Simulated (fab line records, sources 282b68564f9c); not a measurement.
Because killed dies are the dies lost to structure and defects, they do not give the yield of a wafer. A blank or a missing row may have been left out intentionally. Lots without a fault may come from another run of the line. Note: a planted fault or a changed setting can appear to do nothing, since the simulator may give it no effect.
Which of the tools did it? | flow rit cmos | 13 lots with 39 wafers sampled at 5 steps, on a route of 202 steps

== WHAT THE GAUGES READ, wafer by wafer ==
RIT_PWELL_OVL_MEAS_06. Usual: PWELL_OVL gives 0.1 nm (standard deviation 1.4).
lot  | measured    | on         | PWELL_OVL (nm) | flag
L929 | day 1 23:09 | overlay-01 | 0.8 1.7 0.4    |
L930 | day 2 04:14 | overlay-01 | 2.5 1.5 1.4    |
L931 | day 2 09:12 | overlay-01 | -0.1 -0.4 -0.2 |
L932 | day 2 13:26 | overlay-02 | 0.7 0.9 0.5    |
L933 | day 2 21:07 | overlay-02 | 0.6 1.6 1.3    |
L934 | day 3 00:34 | overlay-01 | 1.1 0.2 1.9    |
L935 | day 3 05:07 | overlay-01 | -1.0 1.0 -0.7  |
L941 | day 4 10:10 | overlay-02 | -0.4 -0.7 0.2  |
L945 | day 5 06:46 | overlay-02 | 2.0 0.5 1.9    |
L946 | day 5 10:59 | overlay-01 | -1.6 -2.4 -1.7 |
L948 | day 5 20:50 | overlay-01 | -1.4 -0.4 -3.1 |
L951 | day 6 12:52 | overlay-02 | -1.9 1.0 -1.1  |
L952 | day 6 17:04 | overlay-01 | -0.5 0.0 -3.2  |

RIT_NLDD_OVL_MEAS_06. Usual: NLDD_OVL gives 0.0 nm (standard deviation 1.3).
lot  | measured    | on         | NLDD_OVL (nm)  | flag
L929 | day 2 23:05 | overlay-02 | -0.4 0.5 0.6   |
L930 | day 2 23:37 | overlay-02 | -0.5 -0.1 -0.1 |
L931 | day 3 08:31 | overlay-01 | 0.5 -1.0 -1.7  |
L932 | day 3 10:15 | overlay-02 | 2.4 3.1 0.4    |
L933 | day 3 17:31 | overlay-01 | 2.5 1.4 0.7    |
L934 | day 3 19:11 | overlay-02 | 1.4 -0.6 1.2   |
L935 | day 3 23:56 | overlay-01 | -0.8 -0.4 -1.4 |
L941 | day 5 04:43 | overlay-01 | 0.2 0.1 -0.4   |
L945 | day 6 01:23 | overlay-01 | 2.6 1.6 0.8    |
L946 | day 6 05:24 | overlay-02 | 0.5 1.5 0.4    |
L948 | day 6 16:46 | overlay-01 | -1.2 1.0 -1.9  |
L951 | day 7 08:19 | overlay-01 | 1.1 1.5 0.2    |
L952 | day 7 11:34 | overlay-01 | 0.6 0.9 0.3    |

RIT_SPACER_THK_MEAS_04. Usual: SPACER_NITRIDE_THK gives 248.7 nm (standard deviation 2.5).
lot  | measured    | on            | SPACER_NITRIDE_THK (nm) | flag
L929 | day 3 03:31 | film metro-02 | 253.5 254.5 253.6       |
L930 | day 3 05:25 | film metro-01 | 248.7 248.8 249.1       |
L931 | day 3 13:49 | film metro-02 | 248.1 247.6 246.1       |
L932 | day 3 15:28 | film metro-03 | 245.5 243.9 243.5       |
L933 | day 3 21:54 | film metro-01 | 250.4 250.1 251.3       |
L934 | day 3 23:51 | film metro-03 | 248.6 246.5 249.1       |
L935 | day 4 04:30 | film metro-02 | 247.1 244.8 247.7       |
L941 | day 5 09:00 | film metro-03 | 356.5 354.0 354.2       | OFF
L945 | day 6 07:07 | film metro-01 | 249.1 252.9 249.5       |
L946 | day 6 10:53 | film metro-01 | 246.9 248.9 247.5       |
L948 | day 6 21:10 | film metro-01 | 247.8 248.2 245.9       |
L951 | day 7 12:43 | film metro-01 | 248.4 245.2 246.9       |
L952 | day 7 15:58 | film metro-01 | 248.6 249.2 247.9       |

== TOOL THAT RAN EACH LOT (tool first, then ch and the chambers of the sampled wafers, then the start) ==
lot  | RIT_GATE_STRIP_20                   | RIT_SPACER_CVD_03
L929 | plasma asher-01 ch 0,1, day 2 18:00 | lpcvd-02 ch 0, day 3 01:35
L930 | plasma asher-03 ch 0,1, day 2 19:22 | lpcvd-02 ch 1, day 3 03:30
L931 | plasma asher-03 ch 0,1, day 3 04:16 | lpcvd-02 ch 1, day 3 10:56
L932 | plasma asher-04 ch 0,1, day 3 06:00 | lpcvd-01 ch 1, day 3 13:31
L933 | plasma asher-03 ch 0,1, day 3 12:46 | lpcvd-01 ch 0, day 3 19:59
L934 | plasma asher-03 ch 0,1, day 3 14:54 | lpcvd-01 ch 0, day 3 21:54
L935 | plasma asher-03 ch 0,1, day 3 19:35 | lpcvd-01 ch 0, day 4 02:35
L941 | plasma asher-04 ch 0,1, day 5 00:26 | lpcvd-01 ch 1, day 5 07:05
L945 | plasma asher-03 ch 0,1, day 5 21:01 | lpcvd-02 ch 1, day 6 04:14
L946 | plasma asher-04 ch 0,1, day 6 01:07 | lpcvd-02 ch 1, day 6 08:01
L948 | plasma asher-04 ch 0,1, day 6 11:45 | lpcvd-01 ch 0, day 6 19:15
L951 | plasma asher-01 ch 0,1, day 7 04:11 | lpcvd-02 ch 0, day 7 10:47
L952 | plasma asher-04 ch 0,1, day 7 07:24 | lpcvd-02 ch 1, day 7 14:03
- RIT_GATE_STRIP_20: strips in O2, time 180 s.
- RIT_SPACER_CVD_03: deposits Si3N4 from SiH2Cl2/NH3, target thk 250 nm, time 3300 s.

== WHAT THE TOOLS THEMSELVES READ (means of the sampled wafers that have a number; where no wafer has one, the mark that the record gives instead) ==
RIT_GATE_STRIP_20. Usual: chamber pressure mTorr 4000 mTorr, standard deviation 3.9; drypump motor current A 5.5 A, standard deviation 0.37.
lot  | tool            | chamber pressure mTorr (mTorr) | drypump motor current A (A) | flag
L929 | plasma asher-01 | 4002                           | 5.7                         |
L930 | plasma asher-03 | 4003                           | 5.7                         |
L931 | plasma asher-03 | 3999                           | 5.7                         |
L932 | plasma asher-04 | 3996                           | 5.3                         |
L933 | plasma asher-03 | 3996                           | 5.7                         |
L934 | plasma asher-03 | 3998                           | 5.6                         |
L935 | plasma asher-03 | 4000                           | 5.6                         |
L941 | plasma asher-04 | 3998                           | 5.3                         |
L945 | plasma asher-03 | 4003                           | 5.5                         |
L946 | plasma asher-04 | 4000                           | 5.3                         |
L948 | plasma asher-04 | 4002                           | 5.1                         |
L951 | plasma asher-01 | 3997                           | 5.7                         |
L952 | plasma asher-04 | 4000                           | 5.3                         |

RIT_SPACER_CVD_03. Usual: spike tc centre C 812.6 C, standard deviation 1.5; spike tc load C 836.4 C, standard deviation 1.5; spike tc source C 833.0 C, standard deviation 2.4.
lot  | tool     | spike tc centre C (C) | spike tc load C (C) | spike tc source C (C) | flag
L929 | lpcvd-02 | 811.7                 | 837.8               | 830.6                 |
L930 | lpcvd-02 | 811.8                 | 837.2               | 835.9                 |
L931 | lpcvd-02 | 813.3                 | 837.8               | 834.6                 |
L932 | lpcvd-01 | 811.9                 | 835.2               | 830.7                 |
L933 | lpcvd-01 | 813.6                 | 834.9               | 835.6                 |
L934 | lpcvd-01 | 813.9                 | 836.3               | 835.6                 |
L935 | lpcvd-01 | 814.3                 | 836.0               | 835.1                 |
L941 | lpcvd-01 | 831.5                 | 855.0               | 849.8                 | OFF
L945 | lpcvd-02 | 812.3                 | 837.5               | 834.1                 |
L946 | lpcvd-02 | 812.5                 | 837.3               | 834.6                 |
L948 | lpcvd-01 | 813.6                 | 836.3               | 835.6                 |
L951 | lpcvd-02 | 811.6                 | 837.6               | 830.5                 |
L952 | lpcvd-02 | 811.5                 | 836.9               | 834.6                 |

== THE ANSWER, worked out from the rows above alone ==
Rule: a lot counts as off when the mean over its wafers that have a number is more than 3 standard deviations away from the usual mean. A lot without any number at a reading at which 4 lots or more have one is off too. The other lots that the step has rows for count as sound. First the gauges in route order, then the tools' own readings, where a lot's mean is used as printed above. The first step at which some lot is off is used, and at that step the reading that is off furthest; a lot without a number counts as furthest.
Off: L941, seen at RIT_SPACER_THK_MEAS_04 (SPACER_NITRIDE_THK).
A tool fits if, at a process step before that reading, it ran every lot that is off, and no sound lot after the first of them. Not tried: the gauges at RIT_SPACER_THK_MEAS_04; whatever is off there is also off at RIT_SPACER_CVD_03, on other tools, and gauge error can't account for it. Of those tried, none fits.

== WHAT WAS PUT IN BY THE SIMULATOR ==
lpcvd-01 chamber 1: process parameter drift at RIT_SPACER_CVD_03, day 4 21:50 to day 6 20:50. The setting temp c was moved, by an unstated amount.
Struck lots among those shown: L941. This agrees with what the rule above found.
